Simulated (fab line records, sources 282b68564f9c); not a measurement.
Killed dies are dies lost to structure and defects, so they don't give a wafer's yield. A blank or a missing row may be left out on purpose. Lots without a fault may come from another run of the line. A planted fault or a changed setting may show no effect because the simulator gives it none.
Problem report in the 8D (eight disciplines) form, filled by code | flow rit_cmos | the parts of the form that need people (team, actions taken, sign-off) are left out

1. THE PROBLEM
SPACER_NITRIDE_THK at RIT_SPACER_THK_MEAS_04 reads a mean of 421.5 nm on 6 wafers of 2 lots; wafers without a fault read 249.3 nm with a standard deviation of 2.1. That is +82 standard deviations from the usual mean.
First seen on wafer L742.1, day 4 21:55, on film_metro-03. The record holds 42 wafers of 14 lots with a number at this step. Rule for "out", or "out of limits": more than 4 standard deviations from the usual mean. The other wafers with a number count as sound.

2. WHAT IT IS AND WHAT IT IS NOT
question                    | is                           | is not
which readings at this step | SPACER_NITRIDE_THK           | -
which lots                  | L742, L746                   | L734, L735, L736, L738, L740, L741, L748, L753, L754, L755, L756, L757
which wafers of those lots  | all that have a number       | -
read on which gauges        | film_metro-01, film_metro-03 | film_metro-04
when                        | from day 4 21:55             | up to then (18 sound wafers); but 18 sound wafers of L748, L753, L754, L755, L756, L757 came after

3. SUSPECTS, AND WHAT RULES EACH OUT
Counting: a tool at a process step up to the reading stays a suspect if it ran every lot that is out and no sound lot after the first of them.
- the gauge at RIT_SPACER_THK_MEAS_04: ruled out. The wafers that are out were read on 2 gauges (film_metro-01, film_metro-03).
- lpcvd-01 at RIT_SPACER_CVD_03 (deposits Si3N4 from SiH2Cl2/NH3, target thk 250 nm, time 3300 s): kept. It ran every lot that is out, first L742 (day 4 19:59), and no sound lot after that; its last sound lot up to then is L741 (day 4 13:01). Its own readings are out on those wafers: spike_tc_centre_C, spike_tc_load_C, spike_tc_source_C, susceptor_temp_C.
Left after counting: lpcvd-01 at RIT_SPACER_CVD_03.

4. THE CAUSE (what the simulator had put in)
Process parameter drift: lpcvd-01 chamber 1, from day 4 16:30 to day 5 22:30, at RIT_SPACER_CVD_03. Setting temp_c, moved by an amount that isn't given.
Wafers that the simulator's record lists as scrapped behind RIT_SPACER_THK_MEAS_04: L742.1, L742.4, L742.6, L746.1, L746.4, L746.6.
Counting left only this tool.

5. THE CHAIN OF EFFECTS, in route order
Each row: a reading whose mean over the struck wafers that have a number lies more than 3 standard deviations from the usual. Only readings for which the record gives a usual standard deviation are gone through. hours: the time from each lot's start at the first step in this table that gives one to its start at this step, as a median over the lots. sigmas: the change in usual standard deviations.
hours | step                   | reading            | usual    | on struck wafers | change | sigmas
0     | RIT_SPACER_CVD_03      | spike_tc_centre_C  | 812.1 C  | 858.7            | +46.6  | +26
0     | RIT_SPACER_CVD_03      | spike_tc_load_C    | 832.1 C  | 879.0            | +46.9  | +23
0     | RIT_SPACER_CVD_03      | spike_tc_source_C  | 831.3 C  | 874.0            | +42.7  | +16
0     | RIT_SPACER_CVD_03      | susceptor_temp_C   | 809.9 C  | 854.9            | +45.0  | +99 or more
2     | RIT_SPACER_THK_MEAS_04 | SPACER_NITRIDE_THK | 249.3 nm | 421.5            | +172.2 | +82
The process steps in it:
- RIT_SPACER_CVD_03: deposits Si3N4 from SiH2Cl2/NH3, target thk 250 nm, time 3300 s.

6. WHAT WOULD HAVE CAUGHT IT SOONER
In this record the first reading out of limits at a measuring or inspecting step was taken at day 4 21:55, 5 hours after the fault began at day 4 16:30.
The tool's own readings at RIT_SPACER_CVD_03 were out on every struck wafer that the step has a row for (spike_tc_centre_C, spike_tc_load_C, spike_tc_source_C, susceptor_temp_C): an alarm limit on them would have fired on the first of those.
Of the lots that are out (2), L746 began RIT_SPACER_CVD_03 on lpcvd-01 after day 4 21:55. A hold on the tool at that time would have spared it.
